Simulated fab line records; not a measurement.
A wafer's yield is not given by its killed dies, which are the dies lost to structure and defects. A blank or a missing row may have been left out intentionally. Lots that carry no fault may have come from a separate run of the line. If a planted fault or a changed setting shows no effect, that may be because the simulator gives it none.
The tool behind it: which one? | flow berkeley cmos170 | 13 lots with 39 wafers sampled at 4 steps, on a route of 331 steps

## WHAT THE GAUGES READ, wafer by wafer
UCB170_PLDD_OVL_MEAS_07. Usual: PLDD_OVL typically reads 0 nm, with standard deviation 4.8.
lot  | measured     | on         | PLDD_OVL (nm) | flag
L964 | day 5 16:07  | overlay-01 | -6 -2 0       |
L967 | day 6 19:19  | overlay-01 | -7 -1 2       |
L968 | day 6 19:29  | overlay-02 | -6 -5 -5      |
L966 | day 6 19:35  | overlay-01 | 2 3 1         |
L971 | day 7 00:59  | overlay-02 | -3 -5 0       |
L970 | day 7 01:19  | overlay-02 | -4 4 -3       |
L969 | day 7 01:34  | overlay-02 | 0 -4 0        |
L974 | day 8 00:52  | overlay-02 | -7 -3 -3      |
L975 | day 8 01:26  | overlay-01 | -2 3 1        |
L980 | day 9 05:29  | overlay-01 | 2 2 1         |
L985 | day 10 04:27 | overlay-01 | 3 4 0         |
L986 | day 10 20:49 | overlay-02 | -5 -5 -3      |
L987 | day 10 21:03 | overlay-01 | 3 2 3         |

UCB170_SDANNEAL_RS_MEAS_05: the measuring method here is four-point-probe. Usual: NLDD_RS typically reads 615.8 ohm/sq, with standard deviation 1.5.
lot  | measured     | on            | NLDD_RS (ohm/sq)  | flag
L964 | day 6 07:37  | film metro-04 | 615.4 617.7 616.3 |
L967 | day 7 07:05  | film metro-04 | 617.5 616.6 617.8 |
L968 | day 7 07:17  | film metro-03 | 617.2 618.4 616.7 |
L966 | day 7 07:39  | film metro-04 | 615.8 616.9 616.2 |
L971 | day 7 13:38  | film metro-02 | 616.5 618.0 617.0 |
L970 | day 7 14:13  | film metro-03 | 615.4 615.5 615.6 |
L969 | day 7 13:55  | film metro-04 | 616.0 615.9 616.4 |
L974 | day 8 14:06  | film metro-03 | 614.6 615.4 614.1 |
L975 | day 8 13:53  | film metro-04 | 613.0 613.9 613.2 |
L980 | day 9 18:35  | film metro-02 | 618.0 616.4 618.3 |
L985 | day 10 18:29 | film metro-03 | 617.9 618.1 616.4 |
L986 | day 11 11:31 | film metro-04 | 616.1 615.4 615.7 |
L987 | day 11 11:31 | film metro-02 | 616.9 616.6 617.9 |

UCB170_M2_CD_MEAS_15: the cd target is 700 nm. Usual: cd nm 699.4 nm, standard deviation 1.3.
lot  | measured     | on        | cd nm (nm)        | flag
L964 | day 7 01:01  | cd sem-01 | 699.2 701.3 698.9 |
L967 | day 8 01:29  | cd sem-02 | 698.9 699.0 697.3 |
L968 | day 8 01:01  | cd sem-01 | 699.6 699.6 699.6 |
L966 | day 8 01:36  | cd sem-02 | 699.5 701.0 700.1 |
L971 | day 8 06:28  | cd sem-01 | 700.1 700.9 701.0 |
L970 | day 8 06:22  | cd sem-02 | 700.1 699.7 698.8 |
L969 | day 8 06:13  | cd sem-01 | 700.2 698.7 698.7 |
L974 | day 9 07:34  | cd sem-02 | 700.8 699.2 699.6 |
L975 | day 9 08:35  | cd sem-01 | 698.7 699.6 698.9 |
L980 | day 10 13:12 | cd sem-01 | 698.1 699.2 698.8 |
L985 | day 11 12:09 | cd sem-02 | 698.2 698.8 698.0 |
L986 | day 12 06:16 | cd sem-02 | 698.7 699.7 698.5 |
L987 | day 12 05:59 | cd sem-01 | 700.1 699.0 698.8 |

## EACH LOT AND THE TOOL THAT RAN IT (in order: tool; ch and the chambers of the sampled wafers; start)
lot  | UCB170_CONTACT_EXPOSE_12
L964 | krf scanner-01 ch 0, day 6 12:46
L967 | krf scanner-02 ch 0, day 7 11:14
L968 | krf scanner-01 ch 0, day 7 12:23
L966 | krf scanner-02 ch 0, day 7 12:38
L971 | krf scanner-01 ch 0, day 7 17:31
L970 | krf scanner-02 ch 0, day 7 19:44
L969 | krf scanner-02 ch 0, day 7 17:48
L974 | krf scanner-02 ch 0, day 8 18:46
L975 | krf scanner-01 ch 0, day 8 19:00
L980 | krf scanner-02 ch 0, day 10 01:55
L985 | krf scanner-02 ch 0, day 11 00:11
L986 | krf scanner-02 ch 0, day 11 15:59
L987 | krf scanner-01 ch 0, day 11 16:23
- UCB170_CONTACT_EXPOSE_12: exposes mask CONT, target cd 700 nm.

## WHAT THE TOOLS THEMSELVES READ (means of the sampled wafers that have a number; where no wafer has one, the mark that the record gives instead)
UCB170_CONTACT_EXPOSE_12. Usual: exposure dose mJ cm2 35.00, standard deviation 0.034; stage vel mm s 500.04 mm/s, standard deviation 0.27.
lot  | tool           | exposure dose mJ cm2 | stage vel mm s (mm/s) | flag
L964 | krf scanner-01 | 35.01                | 500.04                |
L967 | krf scanner-02 | 35.02                | 499.97                |
L968 | krf scanner-01 | 35.02                | 500.15                |
L966 | krf scanner-02 | 35.01                | 500.04                |
L971 | krf scanner-01 | 35.01                | 499.94                |
L970 | krf scanner-02 | 34.98                | 500.13                |
L969 | krf scanner-02 | 35.03                | 500.12                |
L974 | krf scanner-02 | 35.03                | 500.28                |
L975 | krf scanner-01 | 34.77                | 499.99                | OFF
L980 | krf scanner-02 | 35.01                | 500.30                |
L985 | krf scanner-02 | 34.97                | 500.20                |
L986 | krf scanner-02 | 34.98                | 499.58                |
L987 | krf scanner-01 | 35.06                | 499.88                |

## THE ANSWER, worked out from the rows above alone
Rule: lot off if the mean of its wafers having a number is beyond 3 standard deviations from the usual mean. A lot without any number at a reading at which 4 lots or more have one is off too. All remaining lots with rows at the step are treated as sound. Order of review: gauges by route order, followed by the tools' own readings, for which a lot's mean as printed above is used. At the first step where some lot is off, the reading lying furthest off is the one used; lots without a number count as furthest.
Off: L975 (UCB170_CONTACT_EXPOSE_12, exposure dose mJ cm2).
If a tool, at that step or one of the process steps before it, ran each lot that is off and ran no sound lot following the first of them, it fits. Not one of the candidates tried fits.

## WHAT THE SIMULATOR HAD PUT IN
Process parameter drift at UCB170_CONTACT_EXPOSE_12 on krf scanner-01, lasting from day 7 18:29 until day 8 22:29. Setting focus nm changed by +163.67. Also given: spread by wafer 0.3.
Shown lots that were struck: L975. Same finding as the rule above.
